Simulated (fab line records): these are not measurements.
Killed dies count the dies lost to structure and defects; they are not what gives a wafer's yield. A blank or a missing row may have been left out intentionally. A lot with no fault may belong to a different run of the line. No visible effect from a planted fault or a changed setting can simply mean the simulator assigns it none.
A lot that was struck, set against a sound lot ; flow rit cmos ; 34 out of 202 route steps
Sound: wafers L496.3, L496.5, L496.6. The struck wafers were L491.1, L491.2, L491.5. At the end, the cause is stated.
Order at every step that has rows: each side's tool, ch and its chambers, its first start. Under that, the readings that differ: sound wafers ; struck wafers ; difference of the means ; sigmas: that difference in standard deviations of wafers without a fault.
alike: readings with means less than 2 such deviations apart, plus words and numbers identical on both sides. not compared: withheld readings, readings lacking a value on some wafer, bounds such as >300 that could conceal the same value, and numbers that have no deviation in the record and whose values overlap.
The two part at a step that has a row with sigmas, a row that says differs or no value, or rows on one side only. Non-overlapping numbers with no deviation appear without sigmas and do not part them. Lack of a reading on every wafer of one side parts them only where that side has two or more wafers.

first, 2 steps without rows for these wafers: RIT_SPACER_CLEAN_02 (cleans in SC2, time 600 s); RIT_SPACER_CVD_03 (deposits Si3N4 from SiH2Cl2/NH3, target thk 250 nm, time 3300 s).
RIT_SPACER_THK_MEAS_04:
  struck on film metro-02, day 6 07:00; sound on film metro-03, day 7 06:06
  alike: SPACER_NITRIDE_THK
RIT_SPACER_ETCHBACK_05: etches Si3N4 in SF6/CHF3, stops on SiO2, target depth 250 nm, time 240 s.
  sound on rie diel-01 ch 0,3, day 7 06:13; struck on rie diel-01 ch 2,3, day 6 07:04
  alike: CHF3_flow_sccm, drypump motor current A, oes product au, throttle valve pct
  not compared: rf hours counter h
then, 6 steps without rows for these wafers: RIT_NSD_HMDS_00 (prime time 60 s); RIT_NSD_COAT_01 (resist thk 1000 nm); RIT_NSD_SOFTBAKE_02 (time 60 s); RIT_NSD_EXPOSE_03 (exposes mask M9, target cd 40700 nm); RIT_NSD_PEB_04; RIT_NSD_DEVELOP_05 (develop time 50 s).
RIT_NSD_OVL_MEAS_06:
  struck on overlay-02, day 6 08:05; sound on overlay-01, day 7 07:21
  alike: NSD_OVL
then, 1 step without rows for these wafers: RIT_NSD_HARDBAKE_07 (time 60 s).
RIT_NSD_IMPLANT_08:
  sound on implanter-01 ch 0, day 7 07:35; struck on implanter-01 ch 0, day 6 08:35
  alike: faraday current uA
RIT_NSD_STRIP_09: strips in O2, time 180 s.
  sound on plasma asher-03 ch 0,1, day 7 07:44; struck on plasma asher-02 ch 0,1, day 6 08:44
  alike: drypump motor current A
  not compared: rf hours counter h
RIT_NSD_TW_MEAS_10:
  struck on film metro-01, day 6 08:55; sound on film metro-01, day 7 07:52
reading;sound;struck;difference;sigmas
NSD_TW;3118 3110 3106;3540 3521 3543;+423;+11
then, 6 steps without rows for these wafers: RIT_PSD_HMDS_00 (prime time 60 s); RIT_PSD_COAT_01 (resist thk 1000 nm); RIT_PSD_SOFTBAKE_02 (time 60 s); RIT_PSD_EXPOSE_03 (exposes mask M10, target cd 40900 nm); RIT_PSD_PEB_04; RIT_PSD_DEVELOP_05 (develop time 50 s).
RIT_PSD_OVL_MEAS_06:
  struck on overlay-02, day 6 10:07; sound on overlay-02, day 7 08:54
  alike: PSD_OVL
then, 2 steps without rows for these wafers: RIT_PSD_HARDBAKE_07 (time 60 s); RIT_PSD_IMPLANT_08.
RIT_PSD_STRIP_09: strips in O2, time 180 s.
  sound on plasma asher-03 ch 0,1, day 7 09:23; struck on plasma asher-01 ch 0,1, day 6 10:27
  alike: drypump motor current A
  not compared: rf hours counter h
RIT_PSD_TW_MEAS_10:
  struck on film metro-04, day 6 10:38; sound on film metro-04, day 7 09:32
  alike: PSD_TW
then, 3 steps without rows for these wafers: RIT_SDANNEAL_CLEAN_00 (cleans in SC1, time 600 s); RIT_SDANNEAL_CLEAN_01 (cleans in dHF, time 30 s); RIT_SDANNEAL_CLEAN_02 (cleans in SC2, time 600 s).
RIT_SDANNEAL_RTA_03: time 5 s.
  sound on rtp anneal-01 ch 0, day 7 09:58; struck on rtp anneal-02 ch 0, day 6 11:04
  alike: chamber o2 ppm, wafer_temp_C_max
RIT_SDANNEAL_RS_MEAS_04: measurement is done with a four-point probe.
  struck on film metro-02, day 6 11:07; sound on film metro-01, day 7 10:03
reading;sound;struck;difference;sigmas
PSD_RS (ohm/sq);115.74 116.16 115.86;115.31 115.41 114.90;-0.71;-3
RIT_SDANNEAL_RS_MEAS_05: measurement is done with a four-point probe.
  struck on film metro-02, day 6 11:14; sound on film metro-01, day 7 10:10
reading;sound;struck;difference;sigmas
NSD_RS (ohm/sq);85.0 84.9 84.8;52.2 52.2 52.2;-32.7;-99 or more
RIT_SDANNEAL_RS_MEAS_06: measurement is done with a four-point probe.
  struck on film metro-02, day 6 11:21; sound on film metro-01, day 7 10:17
  alike: PLDD_RS
RIT_M1_PROBE_99:
  struck on prober-01, day 6 18:51; sound on prober-02, day 7 17:52
  alike: killed_at_M0_to_M3, killed at front end, killed dies, killed open, killed short

WHERE THEY PART
Last at RIT_SDANNEAL_RS_MEAS_05 as far as this record goes, first at RIT_NSD_TW_MEAS_10. Later steps at which nothing parts them and some readings are alike: RIT_SDANNEAL_RS_MEAS_06, RIT_M1_PROBE_99.

WHY: what had been put in by the simulator
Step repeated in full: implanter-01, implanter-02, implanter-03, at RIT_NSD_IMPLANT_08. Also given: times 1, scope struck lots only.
